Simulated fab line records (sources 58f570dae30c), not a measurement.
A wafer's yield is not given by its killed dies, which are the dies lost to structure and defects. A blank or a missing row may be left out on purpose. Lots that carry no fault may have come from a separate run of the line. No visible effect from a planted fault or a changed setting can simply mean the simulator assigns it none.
Comparing a struck lot with a sound one    flow berkeley-cmos170    44 steps out of a route of 331
Sound: the wafers L334.1, L334.2, L334.6. Struck: wafer L342.3. (L342.1, L342.4 of the same lot were not struck and are left out.) The cause comes at the end.
Order at every step that has rows: each side's tool, ch and its chambers, its first start. Under that, the readings that differ: sound wafers    struck wafers    difference of the means    sigmas: that difference in standard deviations of wafers without a fault.
alike: words and numbers the same on both sides, and readings whose means are apart by under 2 such deviations; not compared: readings that were withheld, readings missing a value for some wafer, numbers with overlapping values and no deviation given by the record, and bounds like >300 which may hide the same value.
The two part at a step that has a row with sigmas, a row that says differs or no value, or rows on one side only. When numbers do not overlap yet have no deviation, they are printed without sigmas and do not part them. A reading missing from all wafers of one side parts the sides only when that side holds two or more wafers.

first, 4 steps without rows for these wafers: UCB170_M2_SOFTBAKE_11 (time 60 s); UCB170_M2_EXPOSE_12 (exposes mask METAL2, target cd 700 nm); UCB170_M2_PEB_13; UCB170_M2_DEVELOP_14 (develop time 45 s).
UCB170_M2_CD_MEAS_15: target cd 700 nm.
  sound on cd-sem-02, day 9 04:47; struck on cd-sem-01, day 10 11:20
reading     sound              struck  difference  sigmas
cd-nm (nm)  703.4 703.7 703.2  700.0   -3.4        -3
UCB170_M2_OVL_MEAS_16:
  sound on overlay-01, day 9 04:54; struck on overlay-02, day 10 11:28
  alike: M2_OVL
UCB170_M2_ETCH_17: etches BARC in N2/H2.
  sound on rie-diel-04 ch 0,1, day 9 04:56; struck on rie-diel-03 ch 2, day 10 11:30
  alike: drypump-motor-current-A, oes-product-au, throttle-valve-pct
UCB170_M2_METAL_ETCH_18: etches Al in Cl2/BCl3, stops on SiO2, target depth 1170 nm, time 195 s.
  sound on rie-metal-04 ch 0,1, day 9 04:59; struck on rie-metal-04 ch 0, day 10 11:32
  alike: drypump-motor-current-A, oes-product-au, throttle-valve-pct
  not compared: rf-hours-counter-h
then, 1 step without rows for these wafers: UCB170_M2_STRIP_19 (strips in O2).
UCB170_M2_CD_MEAS_90: target cd 700 nm.
  sound on cd-sem-01, day 9 05:16; struck on cd-sem-01, day 10 11:50
  alike: cd-nm
UCB170_V2_CVD_00: deposits SiO2 from TEOS/O2, target thk 2000 nm, time 250 s.
  sound on pecvd-03 ch 0,1,2, day 9 05:23; struck on pecvd-02 ch 2, day 10 11:57
  alike: heater-power-w, susceptor-temp-C
UCB170_V2_THK_MEAS_01:
  sound on film-metro-03, day 9 05:32; struck on film-metro-04, day 10 12:07
  alike: V2_TEOS_THK
UCB170_V2_CMP_02: polishes SiO2.
  sound on cmp-01 ch 1,3, day 9 05:36; struck on cmp-01 ch 0, day 10 12:10
reading                              sound              struck  difference  sigmas
model.SiO2_of_V2_CVD_00.thk-nm (nm)  999.8 999.1 999.8  748.3   -251.3      
  alike: motor-current-A, platen-rpm
UCB170_V2_BOW_MEAS_03:
  sound on film-metro-01, day 9 05:54; struck on film-metro-01, day 10 12:28
  alike: V2_BOW
UCB170_V2_THK_MEAS_04:
  sound on film-metro-01, day 9 06:01; struck on film-metro-01, day 10 12:35
reading               sound                struck  difference  sigmas
V2_POLISHED_THK (nm)  1000.6 998.5 1000.3  748.6   -251.2      -99 or more
then, 7 steps without rows for these wafers: UCB170_V2_CLEAN_05 (cleans in DIW); UCB170_V2_HMDS_06 (prime time 60 s); UCB170_V2_COAT_07 (resist thk 900 nm); UCB170_V2_SOFTBAKE_08 (time 60 s); UCB170_V2_EXPOSE_09 (exposes mask VIA2, target cd 700 nm); UCB170_V2_PEB_10; UCB170_V2_DEVELOP_11 (develop time 45 s).
UCB170_V2_CD_MEAS_12: target cd 700 nm.
  sound on cd-sem-01, day 9 07:24; struck on cd-sem-02, day 10 14:08
  alike: cd-nm
UCB170_V2_OVL_MEAS_13:
  sound on overlay-01, day 9 07:31; struck on overlay-02, day 10 14:15
  alike: V2_OVL
UCB170_V2_ETCH_14: etches SiO2 in CHF3/CF4/Ar, stops on Al, target depth 1250 nm, time 291 s.
  sound on rie-diel-04 ch 0,2,3, day 9 07:33; struck on rie-diel-01 ch 3, day 10 14:17
reading                         sound              struck  difference  sigmas
oes-product-au (a.u.)           0.870 0.884 0.864  0.759   -0.114      -14
model.V2.feature-depth-nm (nm)  999.8 999.9 999.8  749     -251        
model.etch.depth-nm (nm)        999.8 999.1 999.8  748.3   -251.3      
  alike: drypump-motor-current-A, throttle-valve-pct
  not compared: rf-hours-counter-h
UCB170_V2_STRIP_15: strips in O2.
  sound on plasma-asher-04 ch 0,1, day 9 07:44; struck on plasma-asher-01 ch 1, day 10 14:28
reading                sound              struck  difference  sigmas
oes-product-au (a.u.)  0.725 0.725 0.726  0.716   -0.009      -2
  alike: drypump-motor-current-A, o2-flow-sccm, strip-time-to-endpoint-s
  not compared: rf-hours-counter-h
UCB170_V2_CD_MEAS_90: target cd 700 nm.
  sound on cd-sem-01, day 9 07:50; struck on cd-sem-01, day 10 14:34
  alike: cd-nm
then, 2 steps without rows for these wafers: UCB170_M3_PRE_CLEAN_00 (preclean etch time 60 s); UCB170_M3_SPUTTER_01 (material Al, target thk 900 nm, time 120 s).
UCB170_M3_RS_MEAS_02: uses a four-point probe to measure.
  sound on film-metro-04, day 9 08:06; struck on film-metro-01, day 10 14:50
  alike: M3_AL_RS
UCB170_M3_THK_MEAS_03: measures by xrf.
  sound on film-metro-04, day 9 08:13; struck on film-metro-01, day 10 14:58
  alike: M3_AL_THK
then, 3 steps without rows for these wafers: UCB170_M3_HMDS_04 (prime time 60 s); UCB170_M3_COAT_05 (resist thk 900 nm); UCB170_M3_SOFTBAKE_06 (time 60 s).
UCB170_M3_STRIP_07: strips in O2.
  sound on plasma-asher-02 ch 0,1, day 9 08:54; struck on plasma-asher-01 ch 1, day 10 15:35
reading                       sound              struck  difference  sigmas
strip-time-to-endpoint-s (s)  22.05 22.07 22.06  21.89   -0.17       -2
  alike: drypump-motor-current-A, o2-flow-sccm, oes-product-au
  not compared: rf-hours-counter-h
then, 7 steps without rows for these wafers: UCB170_M3_STRIP_08 (strips KrF in DMSO, time 600 s); UCB170_M3_COAT_09; UCB170_M3_COAT_10 (resist thk 900 nm); UCB170_M3_SOFTBAKE_11 (time 60 s); UCB170_M3_EXPOSE_12 (exposes mask METAL3, target cd 700 nm); UCB170_M3_PEB_13; UCB170_M3_DEVELOP_14 (develop time 45 s).
UCB170_M3_METAL_ETCH_18: etches Al in Cl2/BCl3, stops on SiO2, target depth 1170 nm, time 195 s.
  sound on rie-metal-02 ch 0,1, day 9 10:26; struck on rie-metal-02 ch 1, day 10 17:58
reading                              sound            struck  difference  sigmas
model.SiO2_of_V2_CVD_00.thk-nm (nm)  940.2 937 937.5  687.3   -250.9      
  alike: drypump-motor-current-A, oes-product-au, throttle-valve-pct
  not compared: rf-hours-counter-h
following that, these wafers have no rows for 1 step: UCB170_M3_PROBE_99.

WHERE THEY PART
Earliest at UCB170_M2_CD_MEAS_15; latest, in this record, at UCB170_M3_STRIP_07. Later steps at which nothing parts them and some readings are alike: UCB170_M3_METAL_ETCH_18.

WHY: what had been put in by the simulator
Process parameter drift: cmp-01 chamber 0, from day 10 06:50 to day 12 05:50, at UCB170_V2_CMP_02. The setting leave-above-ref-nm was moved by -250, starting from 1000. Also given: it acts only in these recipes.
